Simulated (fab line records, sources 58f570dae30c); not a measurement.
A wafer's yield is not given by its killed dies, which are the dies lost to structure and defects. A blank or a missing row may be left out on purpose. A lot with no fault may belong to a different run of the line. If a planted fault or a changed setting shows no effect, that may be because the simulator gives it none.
Which tool did it? -- flow berkeley_cmos170 -- 6 lots, 18 wafers sampled, at 2 steps of a route of 331

## WHAT THE GAUGES READ, wafer by wafer
UCB170_M1_RS_MEAS_01: a four-point-probe measurement.
lot,measured,on,M1_AL_RS (ohm/sq)
L230,day 7 09:28,film_metro-03,0.0489 0.0488 0.0490
L228,day 7 10:22,film_metro-03,0.0479 0.0481 0.0479
L234,day 8 17:05,film_metro-01,0.0482 0.0479 0.0481
L241,day 10 07:38,film_metro-02,0.0481 0.0480 0.0482
L243,day 10 22:22,film_metro-02,0.0368 0.0486 0.0484
L249,day 11 15:49,film_metro-02,0.0486 0.0480 0.0480

## WHICH TOOL RAN EACH LOT (tool, then ch and the chambers of the sampled wafers, then the start)
lot,UCB170_M1_SPUTTER_00
L230,"pvd_sputter-02, day 7 09:20"
L228,"pvd_sputter-01, day 7 10:18"
L234,"pvd_sputter-01, day 8 17:00"
L241,"pvd_sputter-02, day 10 07:34"
L243,"pvd_sputter-02, day 10 22:17"
L249,"pvd_sputter-01, day 11 15:45"
- UCB170_M1_SPUTTER_00: material Al, target thk 600 nm, time 80 s.

## THE ANSWER, worked out from the rows above alone
Rule: the usual values come from the lots themselves. Put in order of their means at a reading, lots are off if they are a third of the lots or fewer, leave a main group of 4 or more, and stand apart from it by a gap of 3 or more times the standard deviation of the main group's means; of several such gaps the widest counts. If all means in a main group match to the digits the tables above print for the reading, that group is not used. Also off: a lot with no number at a reading for which 4 or more lots have one. Where the step has rows for the other lots, those lots are counted as sound.
Off: L243, at UCB170_M1_RS_MEAS_01 (M1_AL_RS). For the main group the mean is 0.0482 ohm/sq and the standard deviation 0.00034.
If a tool, at a process step before that reading, ran all the lots that are off and no sound lot after the first of them, it fits. Gauges at UCB170_M1_RS_MEAS_01: tried the same way as those tools. One candidate fits, namely pvd_sputter-02 at UCB170_M1_SPUTTER_00. Its last sound lot is L241 (day 10 07:34), its first lot that is off L243 (day 10 22:17): a fault that began between those two fits.

## WHAT THE SIMULATOR HAD INSERTED
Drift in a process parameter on pvd_sputter-02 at UCB170_M1_SPUTTER_00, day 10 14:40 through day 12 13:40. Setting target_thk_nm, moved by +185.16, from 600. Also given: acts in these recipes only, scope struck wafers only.
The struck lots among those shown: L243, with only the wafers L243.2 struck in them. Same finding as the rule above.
